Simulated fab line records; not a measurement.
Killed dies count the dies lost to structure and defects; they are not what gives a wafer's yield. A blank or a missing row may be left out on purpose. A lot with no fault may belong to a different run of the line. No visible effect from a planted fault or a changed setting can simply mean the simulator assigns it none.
fab line records -- flow berkeley_cmos170
[record] lots = 13, wafers = 39, last_day = 11
route steps=331 shown NVT@110 GATE@130 SDANNEAL@204
lots with no fault: from the same line, run without faults
start_h: hours from the record's first day to the start of the lot's first wafer shown -- wait_h: how many hours have passed since the lot's step before this one -- " the same as in the row above -- L1.1+2: several wafers, shown together as one row -- - value missing, or start not given -- * or withheld: withheld -- < > ~ a bound
route shown NAME@n: a module of which the file shows steps, and the number in the route of the first -- usual: mean/standard deviation of fault-free wafers -- same: alike in all rows -- chamber/n: place in a boat -- sites: the reading at each site -- _std_site: standard deviation across them -- _edge_site: inner sites' mean taken away from outer sites' mean -- radius_mm: for every site, how far away it sits from the centre of the wafer -- mask NAME#n: copy n -- behind: tool/chamber where the wafer was last shaped -- hold: what put the lot on hold/how long, in hours/how the hold closed -- device: which transistor (n, p or np) failed to switch -- end of line: the same wafers' tests at the end of the route -- a step with no rows: only its recipe -- killed: dies that structure and defects cost at the first sort, which is not the same as the wafer's yield -- map: a wafer's dies, marking killed ones x, the rest . and places with no die _
set.NAME: the setting that was run; set.NAME@STEP: the one run at that earlier step -- model.NAME: the simulator's own value behind a step, which no gauge read
one table for each step of the route and one row for each wafer, over a sample of lots
services: from which hour (start_h, from the record's first day; less than 0 if before it) a tool's chamber was out of use, for how many hours, and why
[[steps]]
[step UCB170_NVT_OVL_MEAS_06]
[usual] NVT_OVL = 1/5.9
lot.wafer,tool,chamber,start_h,wait_h,NVT_OVL[nm]
L202.3,overlay-02,-,107.41,-,9
L202.4,overlay-02,-,107.41,-,10
L202.5,overlay-02,-,107.41,-,3
L201.1,overlay-01,-,107.64,-,6
L201.2,overlay-01,-,107.64,-,-1
L201.4,overlay-01,-,107.64,-,9
L203.1,overlay-02,-,114.32,-,-4
L203.3,overlay-02,-,114.32,-,1
L203.4,overlay-02,-,114.32,-,4
L204.1,overlay-01,-,114.64,-,15
L204.3,overlay-01,-,114.64,-,8
L204.6,overlay-01,-,114.64,-,11
L205.2,overlay-01,-,121.70,-,1
L205.5,overlay-01,-,121.70,-,0
L205.6,overlay-01,-,121.70,-,3
L207.1,overlay-02,-,121.94,-,9
L207.2,overlay-02,-,121.94,-,-4
L207.5,overlay-02,-,121.94,-,5
L206.1,overlay-01,-,122.18,-,4
L206.4,overlay-01,-,122.18,-,6
L206.6,overlay-01,-,122.18,-,7
L215.2,overlay-01,-,181.66,-,-5
L215.3,overlay-01,-,181.66,-,3
L215.4,overlay-01,-,181.66,-,-4
L216.2,overlay-02,-,181.82,-,7
L216.4,overlay-02,-,181.82,-,-1
L216.6,overlay-02,-,181.82,-,3
L217.2,overlay-01,-,181.99,-,-3
L217.4,overlay-01,-,181.99,-,-8
L217.6,overlay-01,-,181.99,-,2
L219.3,overlay-01,-,195.88,-,-7
L219.5,overlay-01,-,195.88,-,-5
L219.6,overlay-01,-,195.88,-,5
L222.1,overlay-02,-,213.55,-,-10
L222.3,overlay-02,-,213.55,-,6
L222.5,overlay-02,-,213.55,-,-10
L223.1,overlay-01,-,213.83,-,-4
L223.2,overlay-01,-,213.83,-,3
L223.6,overlay-01,-,213.83,-,1
[step UCB170_GATE_CVD_04]
[recipe] material = poly-Si, temp_c = 610, precursor = SiH4, time_s = 1440, pressure_mtorr = 375, target_thk_nm = 214, sih4_flow_sccm = 120
[usual] pressure_mtorr = 375.2/0.73, sih4_flow_sccm = 120.1/0.34
lot.wafer,tool,chamber,start_h,wait_h,pressure_mtorr,sih4_flow_sccm
L201.1,lpcvd-02,1,116.25,0.0,374.9,120.5
L201.2,lpcvd-02,1,116.25,0.0,375.3,120.5
L201.4,lpcvd-02,1,116.25,0.0,374.6,120.5
L202.3,lpcvd-02,0,116.25,0.0,375.0,120.0
L202.4,lpcvd-02,0,116.25,0.0,374.9,119.3
L202.5,lpcvd-02,0,116.25,0.0,375.6,119.9
L203.1,lpcvd-02,0,123.45,0.0,375.0,120.3
L203.3,lpcvd-02,0,123.45,0.0,376.6,119.6
L203.4,lpcvd-02,0,123.45,0.0,376.1,119.7
L204.1,lpcvd-02,1,123.45,0.0,374.3,120.1
L204.3,lpcvd-02,1,123.45,0.0,374.8,120.5
L204.6,lpcvd-02,1,123.45,0.0,374.9,119.7
L205.2,lpcvd-02,0,130.91,0.0,374.0,119.9
L205.5,lpcvd-02,0,130.91,0.0,374.6,120.3
L205.6,lpcvd-02,0,130.91,0.0,374.5,120.0
L206.1,lpcvd-02,1,130.91,0.0,375.4,120.7
L206.4,lpcvd-02,1,130.91,0.0,374.8,120.4
L206.6,lpcvd-02,1,130.91,0.0,374.7,120.3
L207.1,lpcvd-02,0,130.91,0.0,375.1,120.3
L207.2,lpcvd-02,0,130.91,0.0,375.6,119.3
L207.5,lpcvd-02,0,130.91,0.0,375.5,120.5
L215.2,lpcvd-02,1,195.02,0.0,561.6,119.6
L215.3,lpcvd-02,1,195.02,0.0,562.8,119.7
L215.4,lpcvd-02,1,195.02,0.0,562.0,120.0
L216.2,lpcvd-02,0,195.02,0.0,376.6,120.4
L216.4,lpcvd-02,0,195.02,0.0,376.4,120.4
L216.6,lpcvd-02,0,195.02,0.0,376.4,120.0
L217.2,lpcvd-02,0,195.02,0.0,375.1,120.1
L217.4,lpcvd-02,0,195.02,0.0,375.2,119.7
L217.6,lpcvd-02,0,195.02,0.0,375.8,120.4
L219.3,lpcvd-01,1,207.87,0.0,375.4,120.3
L219.5,lpcvd-01,1,207.87,0.0,374.1,120.2
L219.6,lpcvd-01,1,207.87,0.0,375.9,120.3
L222.1,lpcvd-01,0,222.92,0.0,375.6,120.0
L222.3,lpcvd-01,0,222.92,0.0,374.5,119.3
L222.5,lpcvd-01,0,222.92,0.0,375.2,119.9
L223.1,lpcvd-01,1,222.92,0.0,376.1,119.6
L223.2,lpcvd-01,1,222.92,0.0,376.1,120.3
L223.6,lpcvd-01,1,222.92,0.0,375.8,120.5
[step UCB170_GATE_THK_MEAS_05]
[recipe] reads = poly-Si_of_GATE_CVD_04
[usual] GATE_POLY_THK = 213.1/2
lot.wafer,tool,chamber,start_h,wait_h,hold,GATE_POLY_THK[nm]
L201.1,film_metro-01,-,117.65,0.0,-,210.7
L201.2,film_metro-01,-,117.65,0.0,-,212.8
L201.4,film_metro-01,-,117.65,0.0,-,211.0
L202.3,film_metro-02,-,117.67,0.0,-,211.6
L202.4,film_metro-02,-,117.67,0.0,-,213.5
L202.5,film_metro-02,-,117.67,0.0,-,213.4
L204.1,film_metro-02,-,125.05,0.2,-,212.9
L204.3,film_metro-02,-,125.05,0.2,-,212.7
L204.6,film_metro-02,-,125.05,0.2,-,211.6
L203.1,film_metro-02,-,125.11,0.3,-,211.8
L203.3,film_metro-02,-,125.11,0.3,-,210.1
L203.4,film_metro-02,-,125.11,0.3,-,211.1
L206.1,film_metro-01,-,132.31,0.0,-,214.3
L206.4,film_metro-01,-,132.31,0.0,-,212.7
L206.6,film_metro-01,-,132.31,0.0,-,212.1
L207.1,film_metro-04,-,132.31,0.0,-,209.0
L207.2,film_metro-04,-,132.31,0.0,-,209.8
L207.5,film_metro-04,-,132.31,0.0,-,209.7
L205.2,film_metro-02,-,132.32,0.0,-,214.9
L205.5,film_metro-02,-,132.32,0.0,-,214.9
L205.6,film_metro-02,-,132.32,0.0,-,214.8
L215.2,film_metro-01,-,196.43,0.0,await_dispo/0.2h/release,261.8
L215.3,film_metro-01,-,196.43,0.0,await_dispo/0.2h/release,261.7
L215.4,film_metro-01,-,196.43,0.0,await_dispo/0.2h/release,262.8
L215.2,film_metro-01,-,196.65,0.2,-,261.9
L215.3,film_metro-01,-,196.65,0.2,-,261.9
L215.4,film_metro-01,-,196.65,0.2,-,262.7
L216.2,film_metro-04,-,196.43,0.0,-,213.8
L216.4,film_metro-04,-,196.43,0.0,-,213.5
L216.6,film_metro-04,-,196.43,0.0,-,213.6
L217.2,film_metro-02,-,196.43,0.0,-,211.0
L217.4,film_metro-02,-,196.43,0.0,-,212.2
L217.6,film_metro-02,-,196.43,0.0,-,209.8
L219.3,film_metro-01,-,209.29,0.0,-,210.8
L219.5,film_metro-01,-,209.29,0.0,-,210.6
L219.6,film_metro-01,-,209.29,0.0,-,210.9
L222.1,film_metro-01,-,224.32,0.0,-,215.2
L222.3,film_metro-01,-,224.32,0.0,-,214.7
L222.5,film_metro-01,-,224.32,0.0,-,214.6
L223.1,film_metro-04,-,224.32,0.0,-,216.5
L223.2,film_metro-04,-,224.32,0.0,-,213.8
L223.6,film_metro-04,-,224.32,0.0,-,213.9
[step UCB170_GATE_ETCH_15]
[recipe] chemistry = HBr/Cl2, target = poly-Si, stop_on = SiO2, over_etch_frac = 0.3, icp_w = 300, bias_w = 150, time_s = 56.3, pressure_mtorr = 15, HBr_flow_sccm = 150, Cl2_flow_sccm = 50, target_depth_a = 2782
[usual] bias_w = 150.0/0.45, drypump_motor_current_A = 5.8/0.59, oes_product_au = 0.828/0.018, throttle_valve_pct = 26.50/0.16
lot.wafer,tool,chamber,start_h,wait_h,bias_w,drypump_motor_current_A,oes_product_au,rf_hours_counter_h,throttle_valve_pct
L202.3,rie_si-02,2,120.00,-,149.9,5.1,0.825,1,26.35
L202.4,rie_si-02,0,120.00,-,150.1,6.2,0.855,56,26.64
L202.5,rie_si-02,2,120.00,-,150.1,5.1,0.829,-,26.33
L201.1,rie_si-01,1,120.20,-,150.1,5.5,0.806,119,26.39
L201.2,rie_si-01,0,120.20,-,150.6,6.3,0.806,74,26.56
L201.4,rie_si-01,2,120.20,-,150.2,5.6,0.822,0,26.37
L204.1,rie_si-02,1,126.28,-,149.9,6.4,0.857,75,26.72
L204.3,rie_si-02,2,126.28,-,150.3,5.1,0.830,1,26.33
L204.6,rie_si-02,1,126.28,-,149.4,6.4,0.843,-,26.72
L203.1,rie_si-01,0,126.52,-,148.9,6.3,0.815,74,26.56
L203.3,rie_si-01,3,126.52,-,150.6,4.8,0.796,2,26.70
L203.4,rie_si-01,2,126.52,-,149.7,5.5,0.821,0,26.37
L205.2,rie_si-02,3,133.66,-,150.1,6.5,0.842,0,26.31
L205.5,rie_si-02,3,133.66,-,150.3,6.5,0.840,-,26.32
L205.6,rie_si-02,2,133.66,-,150.3,5.1,0.839,-,26.35
L206.1,rie_si-01,3,133.86,-,150.6,4.8,0.807,2,26.71
L206.4,rie_si-01,0,133.86,-,150.1,6.3,0.822,74,26.56
L206.6,rie_si-01,2,133.86,-,150.6,5.6,0.820,-,26.38
L207.1,rie_si-02,0,134.10,-,149.6,6.2,0.848,56,26.62
L207.2,rie_si-02,1,134.10,-,150.0,6.4,0.851,75,26.74
L207.5,rie_si-02,1,134.10,-,149.3,6.4,0.844,-,26.72
L217.2,rie_si-01,0,197.85,-,149.6,6.2,0.807,74,26.55
L217.4,rie_si-01,0,197.85,-,150.2,6.3,0.812,-,26.55
L217.6,rie_si-01,1,197.85,-,149.8,5.5,0.797,-,26.38
L216.2,rie_si-02,2,198.05,-,149.9,5.1,0.830,2,26.36
L216.4,rie_si-02,3,198.05,-,150.6,6.5,0.830,1,26.31
L216.6,rie_si-02,1,198.05,-,149.8,6.4,0.851,-,26.72
L215.2,rie_si-02,0,203.07,-,149.3,6.2,0.982,56,26.63
L215.3,rie_si-02,1,203.07,-,150.1,6.4,0.992,75,26.72
L215.4,rie_si-02,2,203.07,-,150.3,5.1,0.961,2,26.35
L219.3,rie_si-02,0,210.75,-,148.6,6.2,0.853,57,26.64
L219.5,rie_si-02,3,210.75,-,150.2,6.5,0.832,-,26.33
L219.6,rie_si-02,0,210.75,-,150.0,6.1,0.834,-,26.65
L222.1,rie_si-01,0,225.60,-,149.8,6.3,0.821,74,26.55
L222.3,rie_si-01,2,225.60,-,149.6,5.6,0.828,1,26.38
L222.5,rie_si-01,2,225.60,-,149.9,5.6,0.833,-,26.37
L223.1,rie_si-02,1,225.71,-,149.8,6.4,0.861,75,26.70
L223.2,rie_si-02,3,225.71,-,149.8,6.5,0.831,1,26.30
L223.6,rie_si-02,1,225.71,-,150.2,6.4,0.855,-,26.70
[step UCB170_GATE_CD_MEAS_90]
[recipe] target_cd_nm = 350
[usual] cd_nm = 350.1/1.5
lot.wafer,tool,chamber,start_h,wait_h,cd_nm
L202.3,cd_sem-01,-,120.18,0.1,352.7
L202.4,cd_sem-01,-,120.18,0.1,350.0
L202.5,cd_sem-01,-,120.18,0.1,350.7
L201.1,cd_sem-01,-,120.38,0.1,350.9
L201.2,cd_sem-01,-,120.38,0.1,350.0
L201.4,cd_sem-01,-,120.38,0.1,350.6
L204.1,cd_sem-02,-,126.43,0.1,350.9
L204.3,cd_sem-02,-,126.43,0.1,349.4
L204.6,cd_sem-02,-,126.43,0.1,350.4
L203.1,cd_sem-02,-,126.67,0.1,348.8
L203.3,cd_sem-02,-,126.67,0.1,349.5
L203.4,cd_sem-02,-,126.67,0.1,351.3
L205.2,cd_sem-01,-,133.83,0.1,352.3
L205.5,cd_sem-01,-,133.83,0.1,351.5
L205.6,cd_sem-01,-,133.83,0.1,349.9
L206.1,cd_sem-01,-,134.01,0.1,347.7
L206.4,cd_sem-01,-,134.01,0.1,349.3
L206.6,cd_sem-01,-,134.01,0.1,346.6
L207.1,cd_sem-02,-,134.25,0.1,349.0
L207.2,cd_sem-02,-,134.25,0.1,349.8
L207.5,cd_sem-02,-,134.25,0.1,349.7
L217.2,cd_sem-01,-,198.06,0.1,348.8
L217.4,cd_sem-01,-,198.06,0.1,349.9
L217.6,cd_sem-01,-,198.06,0.1,350.2
L216.2,cd_sem-01,-,198.22,0.1,352.0
L216.4,cd_sem-01,-,198.22,0.1,351.2
L216.6,cd_sem-01,-,198.22,0.1,349.9
L215.2,cd_sem-01,-,203.24,0.1,347.6
L215.3,cd_sem-01,-,203.24,0.1,348.0
L215.4,cd_sem-01,-,203.24,0.1,347.4
L219.3,cd_sem-01,-,210.93,0.1,347.2
L219.5,cd_sem-01,-,210.93,0.1,348.3
L219.6,cd_sem-01,-,210.93,0.1,348.6
L222.1,cd_sem-01,-,225.75,0.1,350.2
L222.3,cd_sem-01,-,225.75,0.1,350.3
L222.5,cd_sem-01,-,225.75,0.1,351.4
L223.1,cd_sem-01,-,225.87,0.1,350.8
L223.2,cd_sem-01,-,225.87,0.1,351.1
L223.6,cd_sem-01,-,225.87,0.1,351.3
[step UCB170_SDANNEAL_RTA_00]
[recipe] temp_c = 900, time_s = 10, ambient = N2
[usual] anneal_temp_c_max = 903.7/0.72, lamp_power_pct = 24.6/0.8, wafer_temp_C_max = 904.4/1.9
lot.wafer,tool,chamber,start_h,wait_h,anneal_temp_c_max,lamp_power_pct,wafer_temp_C_max
L202.3,rtp_anneal-01,0,137.52,0.0,904.6,23.9,905.6
L202.4,rtp_anneal-01,0,137.52,0.0,904.2,23.9,906.4
L202.5,rtp_anneal-01,0,137.52,0.0,903.8,23.9,906.5
L201.1,rtp_anneal-02,0,137.91,0.0,903.3,25.5,902.8
L201.2,rtp_anneal-02,0,137.91,0.0,903.8,25.5,902.7
L201.4,rtp_anneal-02,0,137.91,0.0,903.7,25.4,901.9
L203.1,rtp_anneal-01,0,140.08,0.0,903.4,23.9,905.9
L203.3,rtp_anneal-01,0,140.08,0.0,902.9,23.9,905.6
L203.4,rtp_anneal-01,0,140.08,0.0,905.4,23.8,904.8
L204.1,rtp_anneal-02,0,140.84,0.0,903.3,25.5,902.9
L204.3,rtp_anneal-02,0,140.84,0.0,903.1,25.5,902.2
L204.6,rtp_anneal-02,0,140.84,0.0,903.5,25.5,903.3
L206.1,rtp_anneal-01,0,151.47,0.0,903.7,23.9,907.1
L206.4,rtp_anneal-01,0,151.47,0.0,903.5,23.9,904.7
L206.6,rtp_anneal-01,0,151.47,0.0,903.5,23.9,905.7
L205.2,rtp_anneal-02,0,151.70,0.0,904.1,25.5,901.7
L205.5,rtp_anneal-02,0,151.70,0.0,902.8,25.5,903.3
L205.6,rtp_anneal-02,0,151.70,0.0,903.5,25.5,902.8
L207.1,rtp_anneal-01,0,152.02,0.0,905.1,23.9,905.9
L207.2,rtp_anneal-01,0,152.02,0.0,903.2,23.9,908.5
L207.5,rtp_anneal-01,0,152.02,0.0,904.3,23.9,906.7
L217.2,rtp_anneal-01,0,211.21,0.0,903.2,23.9,909.1
L217.4,rtp_anneal-01,0,211.21,0.0,903.9,23.8,905.5
L217.6,rtp_anneal-01,0,211.21,0.0,903.4,23.8,905.0
L216.2,rtp_anneal-01,0,211.83,0.0,902.9,23.9,905.7
L216.4,rtp_anneal-01,0,211.83,0.0,903.6,23.9,905.1
L216.6,rtp_anneal-01,0,211.83,0.0,904.2,23.9,904.9
L215.2,rtp_anneal-02,0,215.40,0.0,904.1,25.4,903.3
L215.3,rtp_anneal-02,0,215.40,0.0,906.3,25.5,903.1
L215.4,rtp_anneal-02,0,215.40,0.0,904.0,25.4,902.2
L219.3,rtp_anneal-02,0,224.31,0.0,903.7,25.5,903.3
L219.5,rtp_anneal-02,0,224.31,0.0,903.8,25.5,903.7
L219.6,rtp_anneal-02,0,224.31,0.0,904.5,25.5,902.4
L222.1,rtp_anneal-01,0,238.58,0.0,903.0,23.9,906.3
L222.3,rtp_anneal-01,0,238.58,0.0,902.7,23.9,905.3
L222.5,rtp_anneal-01,0,238.58,0.0,903.7,23.9,905.6
L223.1,rtp_anneal-02,0,239.04,0.0,902.5,25.5,904.2
L223.2,rtp_anneal-02,0,239.04,0.0,903.3,25.5,901.6
L223.6,rtp_anneal-02,0,239.04,0.0,902.0,25.5,901.7
[[services]]
tool,chamber,start_h,hours,kind
rie_si-01,-,116.40,0.8,repair
lpcvd-02,-,149.08,4.9,repair
rie_si-01,3,174.56,36.7,repair
lpcvd-01,-,174.78,5.2,repair
rie_si-01,1,176.46,8.2,repair
rtp_anneal-02,-,192.33,4.1,pm
rie_si-01,0,194.05,3.3,repair
rie_si-01,1,211.31,-,clean
rie_si-01,1,211.31,32.6,scheduled_down
rie_si-01,1,211.31,32.6,vent_cycle
lpcvd-01,-,235.51,6.0,pm
[[key]]
[first_sign] step = UCB170_GATE_CVD_04, reading = pressure_mtorr, direction = up, sigmas = 99+, usual = 375.2, struck = 562.1
[effect] step = UCB170_GATE_THK_MEAS_05, reading = visit, direction = added
[effect] step = UCB170_GATE_THK_MEAS_05, reading = GATE_POLY_THK, direction = up, sigmas = 24, usual = 213.1, struck = 262.1
[effect] step = UCB170_GATE_ETCH_15, reading = oes_product_au, direction = up, sigmas = 8.3, usual = 0.828, struck = 0.978
met_at UCB170_GATE_CVD_04
struck_lots L215
struck_wafers L215.2,L215.3,L215.4
sort_left_out L215.2,L215.3,L215.4
tester_left_out L215
not_acting_at UCB170_NVT_OVL_MEAS_06,UCB170_GATE_CD_MEAS_90,UCB170_SDANNEAL_RTA_00
onset_between 130.91 195.02
[fault] kind = process_parameter_drift, tool = lpcvd-02, chamber = 1, onset_h = 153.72, steps = UCB170_GATE_CVD_04, channel = pressure_mtorr, offset = 187.5, shape = step, end_h = 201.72, acts_in = these_recipes_only, stated = 375
// tester_left_out: of these lots the tester's yield and bins aren't shown, on N5 and GAA mostly nor the transistor test; their killed dies are dies lost to structure and defects alone, not to doping, threshold or leakage, so they don't give the yield
// sort_left_out: the simulated sort isn't trusted on such a fault, so these wafers' sort isn't shown, and their yield isn't known
